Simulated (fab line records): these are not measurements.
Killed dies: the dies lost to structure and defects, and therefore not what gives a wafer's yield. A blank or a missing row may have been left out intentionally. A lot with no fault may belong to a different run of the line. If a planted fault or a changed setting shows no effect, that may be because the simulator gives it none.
fab line records | flow berkeley_cmos170 | part 2 of 2: steps 24 to 34 of 34
[record] lots = 5 wafers = 15 last_day = 12
route steps=331 shown M1@246 V1@254 M2@271
lots that met no fault: from a run of the same line without faults
start_h: hours from the record's opening day to when the first of the lot's shown wafers began | wait_h: time in hours since the lot's previous step | " unchanged from the row above | L1.1+2: a single row standing in for several wafers | - value missing, or start not given | * or withheld: withheld | < > ~ a bound
route shown NAME@n: a module of which the file shows steps, and the number in the route of the first | usual: the fault-free wafers' mean and standard deviation | same: alike in all rows | chamber/n: place in a boat | sites: each site's reading | _std_site: the standard deviation of these | _edge_site: mean of outer sites minus mean of inner sites | radius_mm: for every site, how far away it sits from the centre of the wafer | mask NAME#n: copy n | behind: tool/chamber where the wafer was last shaped | hold: why the lot was held/for how many hours/how that ended | device: the transistor (n, p or np) that didn't switch | end of line: at the end of the route, the tests of the same wafers | a step with no rows: only its recipe | killed: at the first sort, the dies lost to defects and structure; wafer yield is something else | map: shows each die of a wafer: x if killed, . if not, _ if none is there
set.NAME: the setting as run; set.NAME@STEP: as run at that earlier step | model.NAME: the simulator's own value behind a step, which no gauge read
lots at selected steps of the route; one table per step, one row per wafer
services: the hour from which a tool's chamber was out of use, counted from the record's first day as start_h (under 0 if before that day), plus the number of hours and why
[[steps]]
[step UCB170_V1_STRIP_15]
[recipe] chemistry = O2 power_w = 400 pressure_mtorr = 3500 platen_temp_c = withheld o2_flow_sccm = 400 overash_fraction = 0.5
[usual] drypump_motor_current_A = 6.10/0.24 o2_flow_sccm = 400.2/1.2 oes_product_au = 0.722/0.0046 strip_time_to_endpoint_s = 15.35/0.089
// columns lot.wafer tool chamber start_h wait_h drypump_motor_current_A o2_flow_sccm oes_product_au rf_hours_counter_h strip_time_to_endpoint_s
L077.2 plasma_asher-02 0 212.94 0.1 6.41 401.9 0.719 53 15.49
L077.5 " 0 " " 6.41 401.1 0.732 - 15.42
L077.6 " 1 " " 6.07 399.6 0.720 - 15.44
L083.2 plasma_asher-03 0 232.86 0.1 6.24 401.9 0.717 12 15.34
L083.3 " 1 " " 5.80 401.1 0.726 - 15.13
L083.4 " 0 " " 6.23 401.2 0.728 - 15.12
L081.1 plasma_asher-02 1 240.47 0.1 6.04 399.2 0.714 55 15.29
L081.4 " 0 " " 6.39 400.9 0.730 - 15.29
L081.5 " 0 " " 6.36 401.0 0.725 - 15.33
L088.4 plasma_asher-02 0 261.63 0.1 6.42 399.6 0.725 - 15.24
L088.5 " 0 " " 6.40 401.2 0.715 - 15.35
L088.6 " 1 " " 6.05 402.7 0.717 - 15.34
L093.1 plasma_asher-01 0 274.98 0.1 5.62 398.9 0.727 53 15.27
L093.2 " 1 " " 6.40 400.6 0.721 53 15.28
L093.5 " 1 " " 6.42 399.5 0.726 - 15.30
[step UCB170_V1_CD_MEAS_90]
[recipe] target_cd_nm = 700
[usual] cd_nm = 700.0/1.6
// columns lot.wafer tool chamber start_h wait_h cd_nm
L077.2 cd_sem-01 - 213.06 0.1 698.3
L077.5 " - " " 698.9
L077.6 " - " " 698.6
L083.2 cd_sem-02 - 232.98 0.1 700.2
L083.3 " - " " 702.9
L083.4 " - " " 701.2
L081.1 cd_sem-02 - 240.57 0.1 699.9
L081.4 " - " " 697.7
L081.5 " - " " 697.7
L088.4 cd_sem-01 - 261.76 0.1 699.0
L088.5 " - " " 697.7
L088.6 " - " " 701.2
L093.1 cd_sem-02 - 275.08 0.1 701.1
L093.2 " - " " 701.0
L093.5 " - " " 701.7
[step UCB170_M2_PRE_CLEAN_00]
[recipe] gas = Ar preclean_etch_time_s = 60
// columns lot.wafer tool chamber start_h wait_h
L077.2+5+6 pvd_sputter-02 - 213.16 0.1
L083.2+3+4 pvd_sputter-02 - 233.08 0.1
L081.1+4+5 pvd_sputter-01 - 240.69 0.1
L088.4+5+6 pvd_sputter-01 - 261.82 0.0
L093.1+2+5 pvd_sputter-01 - 275.20 0.1
[step UCB170_M2_SPUTTER_01]
[recipe] material = Al target_thk_nm = 900 time_s = 120 power_w = 6000 chamber_pressure_pa = 0.5
[usual] throttle_valve_pct = 30.0/0.76
// columns lot.wafer tool chamber start_h wait_h throttle_valve_pct
L077.2 pvd_sputter-02 - 213.23 0.0 29.7
L077.5 " - " " 30.3
L077.6 " - " " 29.7
L083.2 pvd_sputter-02 - 233.14 0.0 30.6
L083.3 " - " " 29.5
L083.4 " - " " 30.2
L081.1 pvd_sputter-01 - 240.75 0.0 30.6
L081.4 " - " " 29.3
L081.5 " - " " 30.3
L088.4 pvd_sputter-01 - 261.88 0.0 29.7
L088.5 " - " " 30.5
L088.6 " - " " 30.7
L093.1 pvd_sputter-01 - 275.27 0.0 29.5
L093.2 " - " " 30.4
L093.5 " - " " 30.7
[step UCB170_M2_RS_MEAS_02]
[recipe] thk_meas_gauge = four-point-probe reads = Al_of_M2_SPUTTER_01
[usual] M2_AL_RS = 0.03218/0.00029
// columns lot.wafer tool chamber start_h wait_h M2_AL_RS[ohm/sq]
L077.2 film_metro-04 - 213.33 0.1 0.03217
L077.5 " - " " 0.03189
L077.6 " - " " 0.03263
L083.2 film_metro-04 - 233.25 0.1 0.03226
L083.3 " - " " 0.03265
L083.4 " - " " 0.03246
L081.1 film_metro-04 - 240.84 0.0 0.0325
L081.4 " - " " 0.03203
L081.5 " - " " 0.03211
L088.4 film_metro-01 - 262.03 0.1 0.03182
L088.5 " - " " 0.03222
L088.6 " - " " 0.03227
L093.1 film_metro-04 - 275.35 0.0 0.03218
L093.2 " - " " 0.03229
L093.5 " - " " 0.03232
[step UCB170_M2_THK_MEAS_03]
[recipe] thk_meas_gauge = xrf reads = Al_of_M2_SPUTTER_01
[usual] M2_AL_THK = 874/9.6
// columns lot.wafer tool chamber start_h wait_h M2_AL_THK[nm]
L077.2 film_metro-04 - 213.44 0.1 872
L077.5 " - " " 884
L077.6 " - " " 864
L083.2 film_metro-04 - 233.36 0.1 865
L083.3 " - " " 860
L083.4 " - " " 866
L081.1 film_metro-04 - 240.96 0.1 860
L081.4 " - " " 877
L081.5 " - " " 865
L088.4 film_metro-01 - 262.12 0.1 887
L088.5 " - " " 878
L088.6 " - " " 874
L093.1 film_metro-04 - 275.47 0.1 866
L093.2 " - " " 866
L093.5 " - " " 868
[step UCB170_M2_HMDS_04]
[recipe] prime_time_s = 60 prime_temp_c = 100
[usual] resist_line_temp_C = 23.00/0.094
// columns lot.wafer tool chamber start_h wait_h resist_line_temp_C
L077.2 litho_track-04 0 213.51 0.1 23.08
L077.5 " 0 " " 23.18
L077.6 " 0 " " 22.97
L083.2 litho_track-01 0 233.43 0.1 23.04
L083.3 " 0 " " 23.05
L083.4 " 0 " " 23.09
L081.1 litho_track-01 0 242.03 1.1 23.00
L081.4 " 0 " " 22.98
L081.5 " 0 " " 22.90
L088.4 litho_track-04 0 262.22 0.1 22.93
L088.5 " 0 " " 23.04
L088.6 " 0 " " 22.84
L093.1 litho_track-04 0 276.00 0.5 22.94
L093.2 " 0 " " 23.04
L093.5 " 0 " " 22.89
[step UCB170_M2_COAT_05]
[recipe] resist = KrF spin_rpm = 1500 resist_thk_nm = 900
[usual] resist_line_temp_C = 23.01/0.092
// columns lot.wafer tool chamber start_h wait_h resist_line_temp_C
L077.2 litho_track-04 0 213.66 0.1 22.96
L077.5 " 0 " " 23.26
L077.6 " 0 " " 23.10
L083.2 litho_track-01 0 233.58 0.1 23.00
L083.3 " 0 " " 23.07
L083.4 " 0 " " 23.13
L081.1 litho_track-01 0 242.18 0.1 23.13
L081.4 " 0 " " 23.04
L081.5 " 0 " " 23.11
L088.4 litho_track-04 0 262.37 0.1 22.97
L088.5 " 0 " " 23.06
L088.6 " 0 " " 22.89
L093.1 litho_track-04 0 276.15 0.1 23.06
L093.2 " 0 " " 23.11
L093.5 " 0 " " 23.11
[step UCB170_M2_SOFTBAKE_06]
[recipe] resist = KrF temp_c = 130 time_s = 60
[usual] resist_line_temp_C = 23.00/0.11
// columns lot.wafer tool chamber start_h wait_h resist_line_temp_C
L077.2 litho_track-04 0 213.81 0.1 22.77
L077.5 " 0 " " 22.96
L077.6 " 0 " " 22.86
L083.2 litho_track-01 0 233.73 0.1 22.85
L083.3 " 0 " " 22.87
L083.4 " 0 " " 22.89
L081.1 litho_track-01 0 242.33 0.1 23.12
L081.4 " 0 " " 23.17
L081.5 " 0 " " 23.05
L088.4 litho_track-04 0 262.52 0.1 22.98
L088.5 " 0 " " 22.76
L088.6 " 0 " " 23.01
L093.1 litho_track-04 0 276.30 0.1 23.10
L093.2 " 0 " " 22.95
L093.5 " 0 " " 23.02
[step UCB170_M2_STRIP_07]
[recipe] chemistry = O2 power_w = 400 pressure_mtorr = 3500 platen_temp_c = withheld o2_flow_sccm = 400 overash_fraction = 0.5
[usual] drypump_motor_current_A = 6.0/0.42 o2_flow_sccm = 400.0/1.3 oes_product_au = 0.734/0.0048 strip_time_to_endpoint_s = 21.98/0.071
// columns lot.wafer tool chamber start_h wait_h drypump_motor_current_A o2_flow_sccm oes_product_au rf_hours_counter_h strip_time_to_endpoint_s
L077.2 plasma_asher-04 0 213.94 0.1 5.3 400.6 0.741 46 22.03
L077.5 " 1 " " 5.5 399.3 0.744 - 21.93
L077.6 " 0 " " 5.3 399.8 0.738 - 22.03
L083.2 plasma_asher-02 0 233.86 0.1 6.4 400.7 0.736 55 21.88
L083.3 " 0 " " 6.3 398.8 0.731 - 21.90
L083.4 " 1 " " 6.0 397.3 0.729 - 21.93
L081.1 plasma_asher-01 0 242.48 0.1 5.6 401.8 0.737 49 22.13
L081.4 " 1 " " 6.4 401.9 0.737 - 22.09
L081.5 " 0 " " 5.6 401.6 0.735 - 22.12
L088.4 plasma_asher-01 0 262.63 0.1 5.6 400.9 0.733 - 21.93
L088.5 " 1 " " 6.4 400.4 0.735 - 21.94
L088.6 " 0 " " 5.6 401.4 0.738 - 22.00
L093.1 plasma_asher-01 0 276.45 0.1 5.6 400.1 0.730 54 21.94
L093.2 " 1 " " 6.4 399.9 0.734 54 22.01
L093.5 " 0 " " 5.6 399.0 0.739 - 21.88
[step UCB170_M2_STRIP_08]
[recipe] chemistry = DMSO temp_c = 80 time_s = 600 material = KrF
// columns lot.wafer tool chamber start_h wait_h
L077.2+5+6 wet_bench-04 2 214.04 0.1
L083.2+3+4 wet_bench-04 3 233.96 0.1
L081.1+4+5 wet_bench-04 2 242.58 0.1
L088.4+5+6 wet_bench-04 3 262.81 0.1
L093.1+2+5 wet_bench-03 2 276.55 0.1
[[services]]
// columns tool chamber start_h hours kind
pvd_sputter-02 - 183.91 2.0 repair
rie_diel-02 - 184.25 0.2 repair
plasma_asher-03 - 192.05 3.4 repair
plasma_asher-02 - 196.18 2.3 repair
pecvd-03 - 200.70 6.0 pm
pvd_sputter-01 - 203.14 2.6 repair
krf_scanner-01 - 205.17 0.8 pm
rie_metal-03 0 207.04 39.6 repair
pecvd-03 - 210.88 2.8 pm
pvd_sputter-02 - 214.03 1.0 repair
rie_diel-04 3 215.39 4.1 repair
pecvd-02 - 219.58 4.3 pm
plasma_asher-02 - 226.22 3.6 repair
rie_metal-03 1 231.68 21.3 repair
cmp-02 - 232.00 4.0 pm
pecvd-02 - 237.11 0.8 pm
rie_diel-02 0 238.93 3.3 repair
krf_scanner-01 - 244.50 1.0 pm
rie_metal-03 - 246.61 1.4 pm
rie_diel-02 2 248.91 1.4 repair
krf_scanner-02 - 253.07 0.8 pm
rie_metal-03 - 266.78 1.2 repair
krf_scanner-02 - 270.13 1.2 repair
cmp-01 - 273.10 2.2 repair
